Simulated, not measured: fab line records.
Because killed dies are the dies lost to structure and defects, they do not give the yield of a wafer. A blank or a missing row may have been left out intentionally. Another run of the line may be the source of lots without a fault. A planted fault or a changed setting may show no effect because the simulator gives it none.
Split-lot experiment + flow berkeley_cmos170 + route with 331 steps; 5 lots, 23 wafers read

ON THE SPLIT
At UCB170_ACTIVE_COAT_08 (resist thk 900 nm), the setting resist_thk_nm was moved away from the recipe's 900 nm on 9 of the 23 wafers read, by -4.8% to -1.9%. For the rest of the wafers, this setting stayed at what the recipe calls for.

FROM THE SPLIT TO THE READING: what the file shows between them, 3 steps
- UCB170_ACTIVE_SOFTBAKE_09: time 60 s (also split here: time_s)
- UCB170_ACTIVE_EXPOSE_10: exposes mask ACTIVE, target cd 1200 nm
- UCB170_ACTIVE_PEB_11

THE READING
KrF_of_ACTIVE_COAT_08.thk_nm (the simulator's own value, which no gauge read), in nm, at UCB170_ACTIVE_ETCH_15 (etches Si3N4 in CH3F/Ar/O2, stops on SiO2, target depth 242 nm, time 151 s). The file gives no usual value for it. Here, 14 wafers ran the recipe; their average is 727.4 nm with a standard deviation of 3.3 nm.

| wafer  | tool, chamber at the split | resist_thk_nm as run, nm | against the recipe | KrF_of_ACTIVE_COAT_08.thk_nm, nm | against lot-mates on the recipe |
|--------|----------------------------|--------------------------|--------------------|----------------------------------|---------------------------------|
| L074.4 | litho_track-01, 0          | 900                      | recipe             | 730.1                            | -                               |
| L074.5 | litho_track-01, 0          | 900                      | recipe             | 723                              | -                               |
| L074.6 | litho_track-01, 0          | 900                      | recipe             | 728                              | -                               |
| L077.1 | litho_track-04, 0          | 900                      | recipe             | 727.7                            | -                               |
| L077.2 | litho_track-04, 0          | 900                      | recipe             | 725.3                            | -                               |
| L077.3 | litho_track-04, 0          | 900                      | recipe             | 721.4                            | -                               |
| L077.4 | litho_track-04, 0          | 856.5                    | -4.8%              | 682                              | -42.8                           |
| L077.6 | litho_track-04, 0          | 856.5                    | -4.8%              | 687.4                            | -37.4                           |
| L078.2 | litho_track-04, 0          | 880                      | -2.2%              | 709.3                            | -21.6                           |
| L078.3 | litho_track-04, 0          | 880                      | -2.2%              | 704                              | -26.9                           |
| L078.4 | litho_track-04, 0          | 900                      | recipe             | 731.4                            | -                               |
| L078.5 | litho_track-04, 0          | 880                      | -2.2%              | 713.4                            | -17.5                           |
| L078.6 | litho_track-04, 0          | 900                      | recipe             | 730.4                            | -                               |
| L079.1 | litho_track-03, 0          | 900                      | recipe             | 732.2                            | -                               |
| L079.2 | litho_track-03, 0          | 859.9                    | -4.5%              | 688.4                            | -42.1                           |
| L079.3 | litho_track-03, 0          | 900                      | recipe             | 732.1                            | -                               |
| L079.4 | litho_track-03, 0          | 900                      | recipe             | 727.1                            | -                               |
| L079.6 | litho_track-03, 0          | 859.9                    | -4.5%              | 693.6                            | -36.9                           |
| L082.2 | litho_track-04, 0          | 900                      | recipe             | 724.8                            | -                               |
| L082.3 | litho_track-04, 0          | 882.9                    | -1.9%              | 708.9                            | -16.1                           |
| L082.4 | litho_track-04, 0          | 900                      | recipe             | 726                              | -                               |
| L082.5 | litho_track-04, 0          | 882.9                    | -1.9%              | 713.1                            | -11.9                           |
| L082.6 | litho_track-04, 0          | 900                      | recipe             | 724.2                            | -                               |

THE FIT
A straight line over all 23 wafers: KrF_of_ACTIVE_COAT_08.thk_nm changes by +8.52 nm for each +1% of resist_thk_nm; r = +0.98; the points scatter about the line by 3.4 nm.
The same after taking each lot's own level away (the mean of its wafers on the recipe; 23 wafers): +8.63 nm for each +1%; r = +0.98; scatter 3 nm.
That fit puts the effect of the largest move of resist_thk_nm on the reading at 42 nm.
The lots' own levels span 724.80 to 730.90 nm, that is 1.8 times the standard deviation above.
Hence the lot-to-lot level has little effect on the slope; both slopes agree.
Check: for one of the wafers moved furthest among these (-4.8%), held out of the fit, the line's prediction against its lot-mates is -41.5 nm. Against them it came out at -42.8 nm.

THE OTHER SPLITS THESE WAFERS WENT THROUGH
Other splits were also applied to these wafers ahead of the reading. Each is held against what the fit with the lots' levels taken away leaves over:
| other split on the same wafers      | wafers away from the commonest value | r with KrF_of_ACTIVE_COAT_08.thk_nm (lot level and that fit taken away) |
|-------------------------------------|--------------------------------------|-------------------------------------------------------------------------|
| UCB170_ZERO_STRIP_07 o2_flow_sccm   | 10                                   | +0.11                                                                   |
| UCB170_NWELL_CVD_04 pressure_mtorr  | 15                                   | +0.21                                                                   |
| UCB170_NWELL_IMPLANT_14 dose_cm2    | 8                                    | -0.07                                                                   |
| UCB170_PWELL_OXIDATION_02 ox_time_s | 18                                   | +0.24                                                                   |
| UCB170_ACTIVE_OXIDATION_02 temp_c   | 15                                   | +0.07                                                                   |
| UCB170_ACTIVE_SOFTBAKE_09 time_s    | 5                                    | +0.01                                                                   |

THE WHOLE CHAIN: every reading that the file lists as answering this split, in the file's order
| step                   | what it does                                                               | reading                                                                       | change (the file's fit)                                                              | r (the file's) |
|------------------------|----------------------------------------------------------------------------|-------------------------------------------------------------------------------|--------------------------------------------------------------------------------------|----------------|
| UCB170_ACTIVE_COAT_08  | resist thk 900 nm                                                          | KrF_of_ACTIVE_COAT_08.thk_nm (the simulator's own value, which no gauge read) | +8.82 nm for each +1% of the setting                                                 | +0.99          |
| UCB170_ACTIVE_ETCH_15  | etches Si3N4 in CH3F/Ar/O2, stops on SiO2, target depth 242 nm, time 151 s | KrF_of_ACTIVE_COAT_08.thk_nm (the simulator's own value, which no gauge read) | +8.6 nm for each +1% of the setting                                                  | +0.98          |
| UCB170_ACTIVE_STRIP_16 | strips in O2                                                               | strip_time_to_endpoint_s                                                      | withheld for each +1% of the setting, in a fit together with power_w@ACTIVE_STRIP_16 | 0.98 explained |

THE FILE'S OWN FIT
KrF_of_ACTIVE_COAT_08.thk_nm changes by +8.6 nm for each +1% of resist_thk_nm, r = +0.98.
